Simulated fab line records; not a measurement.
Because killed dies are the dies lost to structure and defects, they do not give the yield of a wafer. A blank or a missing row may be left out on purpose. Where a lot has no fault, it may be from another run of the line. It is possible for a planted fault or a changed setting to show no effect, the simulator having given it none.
Commonality check across tools ; flow berkeleyCmos170 ; 39 wafers sampled across 13 lots

== WHY THIS WAS OPENED ==
UCB170_PWELL_TW_MEAS_17, reading PWELL_TW: flagged on 1 of 13 lots. Fault-free wafers read 382, with a standard deviation of 4.2.
Rule: a lot gets a flag if all its wafers with a number sit over 4 standard deviations from that mean, or if no wafer of it has a number. The other lots count as sound.

lot;measured;on;PWELL_TW, wafer by wafer;flag
L155;day 3 10:37;filmMetro-03;386 385 385;
L156;day 3 23:10;filmMetro-01;382 381 384;
L158;day 3 23:10;filmMetro-02;379 378 377;
L157;day 3 23:17;filmMetro-03;385 387 386;
L160;day 4 07:52;filmMetro-01;383 383 385;
L159;day 4 08:08;filmMetro-01;384 382 384;
L164;day 5 02:29;filmMetro-03;31 30 30;FLAGGED
L172;day 6 16:08;filmMetro-01;386 386 383;
L174;day 7 08:11;filmMetro-02;374 375 375;
L175;day 7 08:11;filmMetro-03;386 386 386;
L176;day 7 23:55;filmMetro-03;386 385 385;
L178;day 8 00:02;filmMetro-01;383 385 383;
L177;day 8 00:35;filmMetro-01;386 383 383;
The numbers of the flagged lots are 30 on average: -352 against the usual, or -84 standard deviations.

== WHICH TOOL RAN EACH LOT ==
The record keeps 1 process step preceding the reading, out of 331 steps on the route. Read each cell as the tool, then ch plus the chambers that the sampled wafers visited, then the start.
lot;flag;UCB170_PWELL_EXPOSE_10
L155;;krfScanner-01 ch 0, day 3 09:26
L156;;krfScanner-02 ch 0, day 3 22:01
L158;;krfScanner-02 ch 0, day 3 22:07
L157;;krfScanner-02 ch 0, day 3 22:13
L160;;krfScanner-02 ch 0, day 4 06:19
L159;;krfScanner-02 ch 0, day 4 06:36
L164;FLAGGED;krfScanner-01 ch 0, day 5 01:21
L172;;krfScanner-01 ch 0, day 6 15:10
L174;;krfScanner-01 ch 0, day 7 07:20
L175;;krfScanner-01 ch 0, day 7 07:25
L176;;krfScanner-02 ch 0, day 7 22:40
L178;;krfScanner-01 ch 0, day 7 22:53
L177;;krfScanner-02 ch 0, day 7 23:23
What is done by these steps:
- UCB170_PWELL_EXPOSE_10: exposes mask PWELL, target cd 3000 nm.
- UCB170_PWELL_TW_MEAS_17

== FLAGGED AGAINST TOTAL, ONE TOOL AT A TIME (gauges that did the reading follow at the end) ==
step;tool;lots run;flagged;share of the flagged lots;sound lots run after its first flagged lot
UCB170_PWELL_EXPOSE_10;krfScanner-01;6;1;all;4 (L172,L174,L175,L178)
UCB170_PWELL_EXPOSE_10;krfScanner-02;7;0;none;-
UCB170_PWELL_TW_MEAS_17;filmMetro-01;6;0;none;-
UCB170_PWELL_TW_MEAS_17;filmMetro-02;2;0;none;-
UCB170_PWELL_TW_MEAS_17;filmMetro-03;5;1;all;2 (L175,L176)

== WHAT IS ALLOWED BY THE TABLE ==
Rows of the table that ran all the flagged lots, 2 in number: krfScanner-01 at UCB170_PWELL_EXPOSE_10; filmMetro-03 at UCB170_PWELL_TW_MEAS_17.
- krfScanner-01 at UCB170_PWELL_EXPOSE_10: 1 of its 6 lots flagged. After the first flagged lot (L172, L174, L175, L178), sound lots still ran on it; a lasting fault on the whole tool would not permit that.
- filmMetro-03 at UCB170_PWELL_TW_MEAS_17: 1 of its 5 lots flagged. After the first flagged lot (L175, L176), sound lots still ran on it; a lasting fault on the whole tool would not permit that.
There is no row in the table that ran each flagged lot and no sound lot after the first.

== WHAT HAD BEEN PUT IN BY THE SIMULATOR ==
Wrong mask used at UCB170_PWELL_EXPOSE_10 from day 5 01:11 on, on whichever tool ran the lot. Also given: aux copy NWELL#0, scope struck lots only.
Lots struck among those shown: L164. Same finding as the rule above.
